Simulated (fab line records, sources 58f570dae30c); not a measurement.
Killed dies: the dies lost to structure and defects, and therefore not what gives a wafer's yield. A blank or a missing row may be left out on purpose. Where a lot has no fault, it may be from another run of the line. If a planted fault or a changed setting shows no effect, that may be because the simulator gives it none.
fab line records ; flow berkeley-cmos170 ; part 2 of 2: steps 30 to 41 of 41
record lots=5; wafers=15; last-day=12
route steps=331 shown ZERO@11 NWELL@14 PWELL@34
lots with no fault: from the same line, run without faults
start-h: hours from the record's opening day to when the first of the lot's shown wafers began ; wait-h: time in hours since the lot's previous step ; " repeats the value in the row above ; L1.1+2: one row covering several wafers at once ; - either no value or no given start ; * or withheld: withheld ; < > ~ a bound
route shown NAME@n: NAME is a module with steps in the file, n the number in the route of the first one ; usual: mean and standard deviation over wafers with no fault ; same: alike in all rows ; chamber/n: place in a boat ; sites: the reading at each site ; _std_site: the values' standard deviation ; _edge_site: mean of outer sites minus mean of inner sites ; radius-mm: how far each site lies from the wafer's centre ; mask NAME#n: copy n ; behind: the tool/chamber that last shaped the wafer ; hold: why the lot went on hold/how many hours it stayed there/how the hold came to an end ; device: names the non-switching transistor (n, p or np) ; end of line: the route-end tests of the same wafers ; a step with no rows: only its recipe ; killed: at the first sort, the dies lost to defects and structure; wafer yield is something else ; map: per-die view of a wafer (x killed, . not killed, _ where there is no die)
set.NAME: the setting as run; set.NAME@STEP: as run at that earlier step ; model.NAME: the simulator's own value behind a step, which no gauge read
lots seen at some steps along the route; tables by step, rows by wafer
services: from which hour (start-h, from the record's first day; less than 0 if before it) a tool's chamber was out of use, for how many hours, and why
## steps
# step UCB170_PWELL_THK_MEAS_06
# recipe reads=Si3N4_of_PWELL_CVD_05
# usual PWELL_NITRIDE_THK=220.5/2.4
lot.wafer;tool;chamber;start-h;wait-h;PWELL_NITRIDE_THK[nm]
L083.1;film-metro-02;-;95.66;0.1;217.3
L083.2;film-metro-02;-;95.66;0.1;217.6
L083.4;film-metro-02;-;95.66;0.1;216.7
L087.2;film-metro-03;-;111.09;0.0;217.5
L087.4;film-metro-03;-;111.09;0.0;217.8
L087.5;film-metro-03;-;111.09;0.0;218.1
L092.3;film-metro-03;-;144.85;0.0;220.1
L092.4;film-metro-03;-;144.85;0.0;221.1
L092.5;film-metro-03;-;144.85;0.0;223.3
L094.2;film-metro-02;-;150.57;0.0;222.2
L094.4;film-metro-02;-;150.57;0.0;222.7
L094.6;film-metro-02;-;150.57;0.0;222.1
L096.1;film-metro-03;-;166.06;0.1;219.9
L096.2;film-metro-03;-;166.06;0.1;221.2
L096.5;film-metro-03;-;166.06;0.1;219.4
# step UCB170_PWELL_HMDS_07
# recipe prime-time-s=60; prime-temp-c=100
lot.wafer;tool;chamber;start-h;wait-h
L083.1+2+4;litho-track-01;0;96.49;0.8
L087.2+4+5;litho-track-03;0;111.17;0.1
L092.3+4+5;litho-track-03;0;145.10;0.2
L094.2+4+6;litho-track-01;0;150.74;0.2
L096.1+2+5;litho-track-02;0;166.51;0.4
# step UCB170_PWELL_COAT_08
# recipe resist=KrF; spin-rpm=1500; resist-thk-nm=900
lot.wafer;tool;chamber;start-h;wait-h
L083.1+2+4;litho-track-01;0;96.64;0.1
L087.2+4+5;litho-track-03;0;111.32;0.1
L092.3+4+5;litho-track-03;0;145.25;0.1
L094.2+4+6;litho-track-01;0;150.89;0.1
L096.1+2+5;litho-track-02;0;166.66;0.1
# step UCB170_PWELL_SOFTBAKE_09
# recipe resist=KrF; temp-c=130; time-s=60
lot.wafer;tool;chamber;start-h;wait-h
L083.1+2+4;litho-track-01;0;96.79;0.1
L087.2+4+5;litho-track-03;0;111.47;0.1
L092.3+4+5;litho-track-03;0;145.40;0.1
L094.2+4+6;litho-track-01;0;151.04;0.1
L096.1+2+5;litho-track-02;0;166.81;0.1
# step UCB170_PWELL_EXPOSE_10
# recipe mask-id=PWELL; target-cd-nm=3000; na=0.5; sigma-outer=0.6; source-shape=conventional; dose-mj=19
# usual stage-vel-mm-s=500.02/0.23
# same sigma-outer=0.6
lot.wafer;tool;chamber;start-h;wait-h;mask;stage-vel-mm-s
L083.1;krf-scanner-01;0;97.32;0.5;PWELL#0;499.96
L083.2;krf-scanner-01;0;97.32;0.5;PWELL#0;499.75
L083.4;krf-scanner-01;0;97.32;0.5;PWELL#0;500.21
L087.2;krf-scanner-01;0;111.74;0.2;PWELL#0;500.12
L087.4;krf-scanner-01;0;111.74;0.2;PWELL#0;500.19
L087.5;krf-scanner-01;0;111.74;0.2;PWELL#0;500.59
L092.3;krf-scanner-02;0;145.67;0.2;PWELL#0;499.94
L092.4;krf-scanner-02;0;145.67;0.2;PWELL#0;500.28
L092.5;krf-scanner-02;0;145.67;0.2;PWELL#0;499.75
L094.2;krf-scanner-01;0;151.43;0.4;PWELL#0;499.86
L094.4;krf-scanner-01;0;151.43;0.4;PWELL#0;500.11
L094.6;krf-scanner-01;0;151.43;0.4;PWELL#0;499.81
L096.1;krf-scanner-02;0;167.35;0.5;PWELL#0;500.09
L096.2;krf-scanner-02;0;167.35;0.5;PWELL#0;500.05
L096.5;krf-scanner-02;0;167.35;0.5;PWELL#0;500.10
# step UCB170_PWELL_PEB_11
# recipe peb-temp-c=130; peb-time-s=withheld; resist=KrF
lot.wafer;tool;chamber;start-h;wait-h
L083.1+2+4;litho-track-03;0;97.80;0.5
L087.2+4+5;litho-track-02;0;111.86;0.1
L092.3+4+5;litho-track-02;0;146.22;0.5
L094.2+4+6;litho-track-03;0;151.55;0.1
L096.1+2+5;litho-track-01;0;167.90;0.5
# step UCB170_PWELL_DEVELOP_12
# recipe developer=TMAH; develop-time-s=45; resist=KrF; dev-temp-c=21
lot.wafer;tool;chamber;start-h;wait-h
L083.1+2+4;litho-track-03;0;-;-
L087.2+4+5;litho-track-02;0;-;-
L092.3+4+5;litho-track-02;0;-;-
L094.2+4+6;litho-track-03;0;-;-
L096.1+2+5;litho-track-01;0;-;-
# step UCB170_PWELL_OVL_MEAS_13
# usual PWELL_OVL=-4/7.2
lot.wafer;tool;chamber;start-h;wait-h;PWELL_OVL[nm]
L083.1;overlay-01;-;98.07;-;-5
L083.2;overlay-01;-;98.07;-;-7
L083.4;overlay-01;-;98.07;-;-8
L087.2;overlay-02;-;112.11;-;8
L087.4;overlay-02;-;112.11;-;5
L087.5;overlay-02;-;112.11;-;12
L092.3;overlay-01;-;146.46;-;-1
L092.4;overlay-01;-;146.46;-;-8
L092.5;overlay-01;-;146.46;-;2
L094.2;overlay-01;-;151.81;-;3
L094.4;overlay-01;-;151.81;-;0
L094.6;overlay-01;-;151.81;-;1
L096.1;overlay-01;-;168.18;-;-5
L096.2;overlay-01;-;168.18;-;-3
L096.5;overlay-01;-;168.18;-;-5
# step UCB170_PWELL_ETCH_14
# recipe chemistry=CH3F/Ar/O2; target=Si3N4; stop-on=SiO2; CH3F_flow_sccm=20; Ar_flow_sccm=50; O2_flow_sccm=7; pressure-mtorr=50; rf-w=463.8; target-depth-a=2420; over-etch-frac=0.1; time-s=151
# usual drypump-motor-current-A=5.96/0.25; oes-product-au=0.939/0.015; throttle-valve-pct=8.07/0.1
lot.wafer;tool;chamber;start-h;wait-h;drypump-motor-current-A;oes-product-au;rf-hours-counter-h;throttle-valve-pct
L083.1;rie-diel-03;2;98.11;0.0;5.65;0.940;0;7.98
L083.2;rie-diel-03;0;98.11;0.0;6.03;0.949;39;8.09
L083.4;rie-diel-03;1;98.11;0.0;5.95;0.943;133;8.19
L087.2;rie-diel-02;0;112.14;0.0;6.24;0.933;32;8.14
L087.4;rie-diel-02;3;112.14;0.0;5.88;0.918;13;8.05
L087.5;rie-diel-02;1;112.14;0.0;6.38;0.934;-;8.04
L092.3;rie-diel-01;2;146.48;0.0;6.13;0.921;106;8.19
L092.4;rie-diel-01;2;146.48;0.0;6.13;0.919;-;8.19
L092.5;rie-diel-01;3;146.48;0.0;5.92;0.947;-;7.95
L094.2;rie-diel-03;3;151.84;0.0;5.99;0.950;122;7.92
L094.4;rie-diel-03;0;151.84;0.0;6.06;0.964;41;8.08
L094.6;rie-diel-03;1;151.84;0.0;5.95;0.953;-;8.18
L096.1;rie-diel-03;3;168.21;0.0;5.98;0.943;123;7.93
L096.2;rie-diel-03;2;168.21;0.0;5.66;0.950;5;7.98
L096.5;rie-diel-03;2;168.21;0.0;5.63;0.937;-;7.98
# step UCB170_PWELL_IMPLANT_15
# recipe species=B; dose-cm2=5e+12; energy-kev=60; tilt-deg=7
lot.wafer;tool;chamber;start-h;wait-h
L083.1+2+4;implanter-03;0;98.21;0.1
L087.2+4+5;implanter-01;0;112.27;0.1
L092.3+4+5;implanter-03;0;146.63;0.1
L094.2+4+6;implanter-03;0;151.96;0.1
L096.1+2+5;implanter-03;0;168.32;0.1
# step UCB170_PWELL_STRIP_16
# recipe chemistry=O2; power-w=400; pressure-mtorr=3500; platen-temp-c=withheld; o2-flow-sccm=400; overash-fraction=0.5
# usual drypump-motor-current-A=5.7/0.61; oes-product-au=0.721/0.0045; strip-time-to-endpoint-s=18.01/0.072
lot.wafer;tool;chamber;start-h;wait-h;drypump-motor-current-A;oes-product-au;rf-hours-counter-h;strip-time-to-endpoint-s
L083.1;plasma-asher-01;0;98.36;0.1;5.8;0.731;40;18.12
L083.2;plasma-asher-01;1;98.36;0.1;5.8;0.712;40;18.00
L083.4;plasma-asher-01;0;98.36;0.1;5.8;0.718;-;17.90
L087.2;plasma-asher-02;0;112.39;0.1;4.8;0.716;28;17.91
L087.4;plasma-asher-02;0;112.39;0.1;4.8;0.719;-;18.02
L087.5;plasma-asher-02;0;112.39;0.1;4.8;0.712;-;17.97
L092.3;plasma-asher-02;1;146.77;0.1;6.6;0.720;-;17.93
L092.4;plasma-asher-02;0;146.77;0.1;4.8;0.722;-;17.96
L092.5;plasma-asher-02;1;146.77;0.1;6.6;0.720;-;17.93
L094.2;plasma-asher-01;1;152.09;0.1;5.8;0.718;5;17.97
L094.4;plasma-asher-01;0;152.09;0.1;5.8;0.725;-;17.96
L094.6;plasma-asher-01;1;152.09;0.1;5.8;0.720;-;17.97
L096.1;plasma-asher-04;1;168.47;0.1;5.6;0.724;46;18.08
L096.2;plasma-asher-04;0;168.47;0.1;5.6;0.720;46;18.03
L096.5;plasma-asher-04;0;168.47;0.1;5.7;0.724;-;18.15
# step UCB170_PWELL_TW_MEAS_17
# usual PWELL_TW=382/4.2
lot.wafer;tool;chamber;start-h;wait-h;PWELL_TW
L083.1;film-metro-03;-;98.46;0.1;385
L083.2;film-metro-03;-;98.46;0.1;385
L083.4;film-metro-03;-;98.46;0.1;384
L087.2;film-metro-02;-;112.50;0.1;378
L087.4;film-metro-02;-;112.50;0.1;379
L087.5;film-metro-02;-;112.50;0.1;378
L092.3;film-metro-01;-;146.85;0.1;384
L092.4;film-metro-01;-;146.85;0.1;384
L092.5;film-metro-01;-;146.85;0.1;382
L094.2;film-metro-03;-;152.20;0.1;385
L094.4;film-metro-03;-;152.20;0.1;383
L094.6;film-metro-03;-;152.20;0.1;386
L096.1;film-metro-01;-;168.57;0.1;385
L096.2;film-metro-01;-;168.57;0.1;385
L096.5;film-metro-01;-;168.57;0.1;385
## services
tool;chamber;start-h;hours;kind
implanter-01;-;40.03;3.4;repair
rie-diel-02;-;40.73;59.3;repair
rie-diel-01;2;44.93;3.1;repair
rie-diel-02;0;46.22;6.1;repair
plasma-asher-03;-;56.28;7.4;pm
krf-scanner-01;-;57.71;34.7;repair
furnace-04;-;63.59;3.8;pm
rie-diel-03;-;68.10;0.4;repair
rie-diel-04;-;72.29;2.8;pm
rie-diel-03;1;85.30;7.6;repair
krf-scanner-02;-;100.82;1.1;repair
krf-scanner-01;-;104.34;2.0;repair
krf-scanner-02;-;106.31;1.3;pm
rie-diel-04;0;108.67;12.3;repair
plasma-asher-01;-;108.75;9.0;pm
krf-scanner-02;-;113.16;0.8;pm
krf-scanner-02;-;124.20;1.0;pm
furnace-01;-;127.35;4.1;pm
implanter-03;-;130.31;2.4;repair
rie-diel-03;0;138.50;7.1;repair
implanter-03;-;139.18;1.8;repair
krf-scanner-01;-;148.65;1.3;pm
wet-bench-04;-;151.70;1.9;pm
furnace-02;-;159.68;4.2;pm
